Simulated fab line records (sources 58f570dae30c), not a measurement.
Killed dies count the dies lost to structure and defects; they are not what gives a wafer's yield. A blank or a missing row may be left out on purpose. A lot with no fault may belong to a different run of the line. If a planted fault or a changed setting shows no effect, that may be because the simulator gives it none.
The tool behind it: which one? / flow berkeley cmos170 / Sampling: 13 lots, 39 wafers, 3 of 331 route steps

## WHAT THE GAUGES READ, wafer by wafer
UCB170_M1_CD_MEAS_09: target cd 700 nm.
lot=L408; measured=day 7 15:20; on=cd sem-02; cd nm (nm)=700.8 701.0 701.6
lot=L410; measured=day 7 18:07; on=cd sem-01; cd nm (nm)=701.2 700.3 700.8
lot=L409; measured=day 7 18:27; on=cd sem-02; cd nm (nm)=700.1 700.4 702.4
lot=L411; measured=day 8 00:19; on=cd sem-01; cd nm (nm)=698.7 699.1 700.2
lot=L414; measured=day 8 18:58; on=cd sem-02; cd nm (nm)=703.5 703.9 702.1
lot=L412; measured=day 8 19:56; on=cd sem-02; cd nm (nm)=701.0 699.5 699.6
lot=L416; measured=day 9 01:56; on=cd sem-02; cd nm (nm)=701.5 701.0 700.9
lot=L418; measured=day 9 12:23; on=cd sem-02; cd nm (nm)=700.0 700.8 701.3
lot=L423; measured=day 10 06:35; on=cd sem-02; cd nm (nm)=695.6 695.0 694.5
lot=L425; measured=day 10 18:14; on=cd sem-02; cd nm (nm)=702.7 701.0 700.9
lot=L428; measured=day 11 04:41; on=cd sem-02; cd nm (nm)=700.3 699.9 699.9
lot=L429; measured=day 11 05:46; on=cd sem-02; cd nm (nm)=700.3 699.9 701.0
lot=L430; measured=day 11 18:40; on=cd sem-01; cd nm (nm)=701.3 701.0 701.9

## TOOL THAT RAN EACH LOT (tool first, then ch and the chambers of the sampled wafers, then the start)
lot=L408; UCB170_SDANNEAL_RTA_01=rtp anneal-02 ch 0, day 7 08:25; UCB170_M1_COAT_04=litho track-03 ch 0, day 7 14:00
lot=L410; UCB170_SDANNEAL_RTA_01=rtp anneal-02 ch 0, day 7 10:31; UCB170_M1_COAT_04=litho track-04 ch 0, day 7 17:00
lot=L409; UCB170_SDANNEAL_RTA_01=rtp anneal-01 ch 0, day 7 10:47; UCB170_M1_COAT_04=litho track-03 ch 0, day 7 17:00
lot=L411; UCB170_SDANNEAL_RTA_01=rtp anneal-01 ch 0, day 7 16:41; UCB170_M1_COAT_04=litho track-04 ch 0, day 7 23:00
lot=L414; UCB170_SDANNEAL_RTA_01=rtp anneal-01 ch 0, day 8 07:58; UCB170_M1_COAT_04=litho track-03 ch 0, day 8 18:00
lot=L412; UCB170_SDANNEAL_RTA_01=rtp anneal-02 ch 0, day 8 08:11; UCB170_M1_COAT_04=litho track-01 ch 0, day 8 19:00
lot=L416; UCB170_SDANNEAL_RTA_01=rtp anneal-01 ch 0, day 8 17:10; UCB170_M1_COAT_04=litho track-01 ch 0, day 9 00:00
lot=L418; UCB170_SDANNEAL_RTA_01=rtp anneal-01 ch 0, day 9 04:40; UCB170_M1_COAT_04=litho track-04 ch 0, day 9 11:00
lot=L423; UCB170_SDANNEAL_RTA_01=rtp anneal-02 ch 0, day 9 22:44; UCB170_M1_COAT_04=litho track-03 ch 0, day 10 05:00
lot=L425; UCB170_SDANNEAL_RTA_01=rtp anneal-02 ch 0, day 10 09:52; UCB170_M1_COAT_04=litho track-04 ch 0, day 10 16:00
lot=L428; UCB170_SDANNEAL_RTA_01=rtp anneal-01 ch 0, day 10 19:41; UCB170_M1_COAT_04=litho track-01 ch 0, day 11 02:00
lot=L429; UCB170_SDANNEAL_RTA_01=rtp anneal-02 ch 0, day 10 19:53; UCB170_M1_COAT_04=litho track-01 ch 0, day 11 04:00
lot=L430; UCB170_SDANNEAL_RTA_01=rtp anneal-01 ch 0, day 11 09:52; UCB170_M1_COAT_04=litho track-01 ch 0, day 11 17:00
- UCB170_SDANNEAL_RTA_01: time 5 s.
- UCB170_M1_COAT_04: resist thk 900 nm.

## AS READ BY THE TOOLS THEMSELVES (means over the sampled wafers that have a number; for cases with no such wafer, the mark the record gives instead)
UCB170_SDANNEAL_RTA_01.
lot=L408; tool=rtp anneal-02; lamp power pct (%)=33.3; wafer_temp_C_max=1055.5
lot=L410; tool=rtp anneal-02; lamp power pct (%)=33.3; wafer_temp_C_max=1056.1
lot=L409; tool=rtp anneal-01; lamp power pct (%)=36.6; wafer_temp_C_max=1053.4
lot=L411; tool=rtp anneal-01; lamp power pct (%)=36.6; wafer_temp_C_max=1053.4
lot=L414; tool=rtp anneal-01; lamp power pct (%)=36.7; wafer_temp_C_max=1053.6
lot=L412; tool=rtp anneal-02; lamp power pct (%)=33.4; wafer_temp_C_max=1055.5
lot=L416; tool=rtp anneal-01; lamp power pct (%)=36.6; wafer_temp_C_max=1054.1
lot=L418; tool=rtp anneal-01; lamp power pct (%)=36.6; wafer_temp_C_max=1053.4
lot=L423; tool=rtp anneal-02; lamp power pct (%)=33.4; wafer_temp_C_max=1056.7
lot=L425; tool=rtp anneal-02; lamp power pct (%)=33.3; wafer_temp_C_max=1055.4
lot=L428; tool=rtp anneal-01; lamp power pct (%)=36.7; wafer_temp_C_max=1053.9
lot=L429; tool=rtp anneal-02; lamp power pct (%)=33.4; wafer_temp_C_max=1056.4
lot=L430; tool=rtp anneal-01; lamp power pct (%)=36.6; wafer_temp_C_max=1054.5

## THE ANSWER, worked out from the rows above alone
Rule: the lots themselves supply what counts as usual. Put in order of their means at a reading, lots are off if they are a third of the lots or fewer, leave a main group of 4 or more, and stand apart from it by a gap of 3 or more times the standard deviation of the main group's means; of several such gaps the widest counts. A main group is skipped when, at the precision printed for the reading in the tables above, its means are all equal. A lot without any number at a reading at which 4 lots or more have one is off too. Any other lot the step has rows for is counted as sound. After the gauges, taken in route order, come the tools' own readings; for these a lot's mean is taken, as printed above. The first step at which some lot is off is used, and at that step the reading that is off furthest; a lot without a number counts as furthest.
Off at UCB170_M1_CD_MEAS_09 (cd nm): L423. Main group: mean 700.9 nm, sd 0.92.
If a tool, at a process step before that reading, ran all the lots that are off and no sound lot after the first of them, it fits. Those tools and the gauges at UCB170_M1_CD_MEAS_09 are tried in the same way. One fits: UCB170_M1_COAT_04 on litho track-03. A fault onset in the window from L414 (day 8 18:00, its last sound lot) to L423 (day 10 05:00, its first lot off) fits.

## WHAT THE SIMULATOR HAD INSERTED
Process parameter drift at UCB170_M1_COAT_04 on litho track-03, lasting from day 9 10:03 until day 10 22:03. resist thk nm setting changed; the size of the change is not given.
Struck lots among those shown: L423. The rule above found the same.
